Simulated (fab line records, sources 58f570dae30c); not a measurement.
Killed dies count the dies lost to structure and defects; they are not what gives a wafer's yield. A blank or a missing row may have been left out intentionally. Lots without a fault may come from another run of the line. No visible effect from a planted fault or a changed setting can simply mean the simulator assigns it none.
Lot-split experiment | flow berkeleyCmos170 | on a route of 331 steps: 5 lots, 23 wafers read

## THE SPLIT
At UCB170_PLDD_EXPOSE_03 (exposes mask PSELECT, target cd 1200 nm), the setting doseMj was moved away from the recipe's 30 on 4 of the 23 wafers read, by -6.4% to -2.7%. For the rest of the wafers, this setting stayed at what the recipe calls for.

## FROM THE SPLIT TO THE READING: what the file shows between them, 2 steps
- UCB170_PLDD_PEB_04
- UCB170_PLDD_DEVELOP_05: develop time 45 s

## THE READING
cdNm (nm) at UCB170_PLDD_CD_MEAS_06, where the cd target is 1200 nm. Typical for fault-free wafers on this fab line: 1199.5 nm, with standard deviation 1.9 nm.

wafer  | tool, chamber at the split | doseMj as run | against the recipe | cdNm, nm | against lot-mates on the recipe
L074.1 | krfScanner-01, 0           | 30            | recipe             | 1196.5   | -
L074.4 | krfScanner-01, 0           | 30            | recipe             | 1197.1   | -
L074.5 | krfScanner-01, 0           | 30            | recipe             | 1196.7   | -
L079.1 | krfScanner-01, 0           | 30            | recipe             | 1202.2   | -
L079.2 | krfScanner-01, 0           | 30            | recipe             | 1201.6   | -
L079.3 | krfScanner-01, 0           | 30            | recipe             | 1202.3   | -
L079.4 | krfScanner-01, 0           | 30            | recipe             | 1202.1   | -
L079.6 | krfScanner-01, 0           | 30            | recipe             | 1200.2   | -
L081.1 | krfScanner-02, 0           | 30            | recipe             | 1200.4   | -
L081.2 | krfScanner-02, 0           | 30            | recipe             | 1201.2   | -
L081.3 | krfScanner-02, 0           | 30            | recipe             | 1200.5   | -
L081.5 | krfScanner-02, 0           | 30            | recipe             | 1198.7   | -
L081.6 | krfScanner-02, 0           | 30            | recipe             | 1199.8   | -
L082.1 | krfScanner-02, 0           | 30            | recipe             | 1197.5   | -
L082.2 | krfScanner-02, 0           | 30            | recipe             | 1199.9   | -
L082.3 | krfScanner-02, 0           | 30            | recipe             | 1198.8   | -
L082.4 | krfScanner-02, 0           | 29.18         | -2.7%              | 1193.1   | -5.6
L082.5 | krfScanner-02, 0           | 29.18         | -2.7%              | 1194.1   | -4.6
L084.1 | krfScanner-02, 0           | 28.09         | -6.4%              | 1190.2   | -12.3
L084.2 | krfScanner-02, 0           | 30            | recipe             | 1201.9   | -
L084.3 | krfScanner-02, 0           | 30            | recipe             | 1203.3   | -
L084.4 | krfScanner-02, 0           | 28.09         | -6.4%              | 1191.4   | -11.1
L084.6 | krfScanner-02, 0           | 30            | recipe             | 1202.4   | -

THE FIT
A straight line over all 23 wafers: cdNm changes by +1.59 nm for each +1% of doseMj; r = +0.83; the points scatter about the line by 2.1 nm.
The same after taking each lot's own level away (the mean of its wafers on the recipe; 23 wafers): +1.85 nm for each +1%; r = +0.98; scatter 0.75 nm.
Per that fit: largest doseMj move, reading shift of 12 nm.
Measured against the standard deviation above, the lots' own levels, which go from 1196.77 to 1202.53 nm, span 3.0 times it.
Hence the slope depends on the lot-to-lot level, as the two fits are not the same.
Check: -11.3 nm against its lot-mates is what the line predicts for one of the wafers moved furthest among these (-6.4%) when that wafer is left out of the fit. Against them it came out at -12.3 nm.

## OTHER SPLITS APPLIED TO THESE WAFERS
Before the reading, these wafers also passed through other splits. Each is held against what the fit with the lots' levels taken away leaves over:
other split on the same wafers     | wafers away from the commonest value | r with cdNm (lot level and that fit taken away)
UCB170_NWELL_OXIDATION_01 oxTimeS  | 10                                   | -0.01
UCB170_NWELL_IMPLANT_14 energyKev  | 11                                   | -0.11
UCB170_PWELL_IMPLANT_15 energyKev  | 6                                    | +0.14
UCB170_PFIELD_IMPLANT_07 energyKev | 5                                    | -0.47
UCB170_SACOX_OXIDATION_01 tempC    | 10                                   | -0.02
UCB170_GATE_CVD_04 pressureMtorr   | 15                                   | -0.01
UCB170_GATE_EXPOSE_09 doseMj       | 10                                   | +0.08

## THE FILE'S OWN FIT
cdNm changes by +1.85 nm for each +1% of doseMj, r = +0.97.
